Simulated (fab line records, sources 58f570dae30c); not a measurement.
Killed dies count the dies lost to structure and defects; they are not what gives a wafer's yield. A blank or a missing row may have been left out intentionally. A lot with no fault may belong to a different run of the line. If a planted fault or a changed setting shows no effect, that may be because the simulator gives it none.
Lot-split experiment / flow berkeleyCmos170 / 27 wafers read across 5 lots, on a route 331 steps long

== THE SPLIT ==
At UCB170_SPACER_CVD_00 (deposits SiO2 from TEOS/O2, target thk 376 nm, time 47 s), the setting timeS was moved away from the recipe's 47 s on 9 of the 27 wafers read, by -32.7% to +55.2%. This setting was run at the recipe's value on the other wafers.

No step appears in the file between the split and the reading.

== THE READING ==
Values of SPACER_TEOS_THK in nm from UCB170_SPACER_THK_MEAS_01. On this fab line, fault-free wafers typically give 371 nm with a standard deviation of 5.7 nm.

wafer=L079.1; tool, chamber at the split=pecvd-02, 2; timeS as run, s=31.62; against the recipe=-32.7%; SPACER_TEOS_THK, nm=248; against lot-mates on the recipe=-124
wafer=L079.2; tool, chamber at the split=pecvd-02, 0; timeS as run, s=31.62; against the recipe=-32.7%; SPACER_TEOS_THK, nm=248; against lot-mates on the recipe=-124
wafer=L079.3; tool, chamber at the split=pecvd-02, 1; timeS as run, s=47; against the recipe=recipe; SPACER_TEOS_THK, nm=369; against lot-mates on the recipe=-
wafer=L079.4; tool, chamber at the split=pecvd-02, 2; timeS as run, s=47; against the recipe=recipe; SPACER_TEOS_THK, nm=378; against lot-mates on the recipe=-
wafer=L079.5; tool, chamber at the split=pecvd-02, 0; timeS as run, s=31.62; against the recipe=-32.7%; SPACER_TEOS_THK, nm=253; against lot-mates on the recipe=-119
wafer=L079.6; tool, chamber at the split=pecvd-02, 1; timeS as run, s=47; against the recipe=recipe; SPACER_TEOS_THK, nm=368; against lot-mates on the recipe=-
wafer=L080.1; tool, chamber at the split=pecvd-01, 2; timeS as run, s=72.94; against the recipe=+55.2%; SPACER_TEOS_THK, nm=569; against lot-mates on the recipe=+200
wafer=L080.2; tool, chamber at the split=pecvd-01, 1; timeS as run, s=72.94; against the recipe=+55.2%; SPACER_TEOS_THK, nm=570; against lot-mates on the recipe=+201
wafer=L080.3; tool, chamber at the split=pecvd-01, 0; timeS as run, s=47; against the recipe=recipe; SPACER_TEOS_THK, nm=366; against lot-mates on the recipe=-
wafer=L080.4; tool, chamber at the split=pecvd-01, 1; timeS as run, s=72.94; against the recipe=+55.2%; SPACER_TEOS_THK, nm=576; against lot-mates on the recipe=+207
wafer=L080.5; tool, chamber at the split=pecvd-01, 0; timeS as run, s=47; against the recipe=recipe; SPACER_TEOS_THK, nm=373; against lot-mates on the recipe=-
wafer=L080.6; tool, chamber at the split=pecvd-01, 2; timeS as run, s=47; against the recipe=recipe; SPACER_TEOS_THK, nm=369; against lot-mates on the recipe=-
wafer=L083.1; tool, chamber at the split=pecvd-02, 0; timeS as run, s=47; against the recipe=recipe; SPACER_TEOS_THK, nm=373; against lot-mates on the recipe=-
wafer=L083.2; tool, chamber at the split=pecvd-02, 2; timeS as run, s=47; against the recipe=recipe; SPACER_TEOS_THK, nm=371; against lot-mates on the recipe=-
wafer=L083.3; tool, chamber at the split=pecvd-02, 1; timeS as run, s=47; against the recipe=recipe; SPACER_TEOS_THK, nm=366; against lot-mates on the recipe=-
wafer=L083.4; tool, chamber at the split=pecvd-02, 2; timeS as run, s=61.79; against the recipe=+31.5%; SPACER_TEOS_THK, nm=499; against lot-mates on the recipe=+129
wafer=L083.5; tool, chamber at the split=pecvd-02, 1; timeS as run, s=61.79; against the recipe=+31.5%; SPACER_TEOS_THK, nm=496; against lot-mates on the recipe=+126
wafer=L083.6; tool, chamber at the split=pecvd-02, 0; timeS as run, s=61.79; against the recipe=+31.5%; SPACER_TEOS_THK, nm=495; against lot-mates on the recipe=+125
wafer=L082.3; tool, chamber at the split=pecvd-02, 2; timeS as run, s=47; against the recipe=recipe; SPACER_TEOS_THK, nm=370; against lot-mates on the recipe=-
wafer=L082.4; tool, chamber at the split=pecvd-02, 1; timeS as run, s=47; against the recipe=recipe; SPACER_TEOS_THK, nm=370; against lot-mates on the recipe=-
wafer=L082.5; tool, chamber at the split=pecvd-02, 2; timeS as run, s=47; against the recipe=recipe; SPACER_TEOS_THK, nm=377; against lot-mates on the recipe=-
wafer=L084.1; tool, chamber at the split=pecvd-03, 1; timeS as run, s=47; against the recipe=recipe; SPACER_TEOS_THK, nm=373; against lot-mates on the recipe=-
wafer=L084.2; tool, chamber at the split=pecvd-03, 2; timeS as run, s=47; against the recipe=recipe; SPACER_TEOS_THK, nm=367; against lot-mates on the recipe=-
wafer=L084.3; tool, chamber at the split=pecvd-03, 0; timeS as run, s=47; against the recipe=recipe; SPACER_TEOS_THK, nm=374; against lot-mates on the recipe=-
wafer=L084.4; tool, chamber at the split=pecvd-03, 0; timeS as run, s=47; against the recipe=recipe; SPACER_TEOS_THK, nm=383; against lot-mates on the recipe=-
wafer=L084.5; tool, chamber at the split=pecvd-03, 1; timeS as run, s=47; against the recipe=recipe; SPACER_TEOS_THK, nm=375; against lot-mates on the recipe=-
wafer=L084.6; tool, chamber at the split=pecvd-03, 2; timeS as run, s=47; against the recipe=recipe; SPACER_TEOS_THK, nm=371; against lot-mates on the recipe=-

THE FIT
A straight line over all 27 wafers: SPACER_TEOS_THK changes by +3.71 nm for each +1% of timeS; r = +1.00; the points scatter about the line by 5.1 nm.
The same after taking each lot's own level away (the mean of its wafers on the recipe; 27 wafers): +3.74 nm for each +1%; r = +1.00; scatter 5 nm.
On that fit, the largest move of timeS shifts the reading by 2.1e+02 nm.
Measured against the standard deviation above, the lots' own levels, which go from 369.3 to 373.8 nm, span 0.8 times it.
The two slopes are in agreement: the lot-to-lot level therefore moves the slope only a little.
Check: +209 nm against its lot-mates is what the line predicts for one of the wafers moved furthest among these (+55.2%) when that wafer is left out of the fit. Against them it came out at +200 nm.

== OTHER SPLITS ON THESE WAFERS ==
Note: prior to the reading, these wafers also went through further splits. Each is held against what the fit with the lots' levels taken away leaves over:
other split on the same wafers=UCB170_PWELL_CVD_05 timeS; wafers away from the commonest value=18; r with SPACER_TEOS_THK (lot level and that fit taken away)=-0.08

== THE WHOLE CHAIN: every reading that the file lists as answering this split, in the file's order ==
step=UCB170_SPACER_CVD_00; what it does=deposits SiO2 from TEOS/O2, target thk 376 nm, time 47 s; reading=SiO2_of_SPACER_CVD_00.thkNm (the simulator's own value, which no gauge read); change (the file's fit)=+3.74 nm for each +1% of the setting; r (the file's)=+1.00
step=UCB170_SPACER_THK_MEAS_01; what it does=; reading=SPACER_TEOS_THK; change (the file's fit)=+3.75 for each +1% of the setting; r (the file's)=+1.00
step=UCB170_SPACER_ETCHBACK_03; what it does=etches SiO2 in CHF3/CF4/Ar, stops on Si, target depth 376 nm, time 100 s; reading=etch.depthNm (the simulator's own value, which no gauge read); change (the file's fit)=not straight: 249.6 at the lowest setting, 372 at the recipe, 428.8 at the highest; r (the file's)=not given
step=UCB170_M3_PROBE_99; what it does=; reading=etest.pmos_0p6.rOnOhmUm (the simulator's own value, which no gauge read); change (the file's fit)=not straight: 5603 at the lowest setting, 8372 at the recipe, 2.997e+04 at the highest; r (the file's)=not given
step=UCB170_M3_PROBE_99; what it does=; reading=etest.pplusSal.lineOhmUm (the simulator's own value, which no gauge read); change (the file's fit)=not straight: 4.229 at the lowest setting, 5.322 at the recipe, 2011 at the highest; r (the file's)=not given
step=UCB170_M3_PROBE_99; what it does=; reading=etest.nplusSal.lineOhmUm (the simulator's own value, which no gauge read); change (the file's fit)=not straight: 4.092 at the lowest setting, 5.261 at the recipe, 1483 at the highest; r (the file's)=not given

== FILE'S OWN FIT ==
SPACER_TEOS_THK changes by +3.75 nm for each +1% of timeS, r = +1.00.
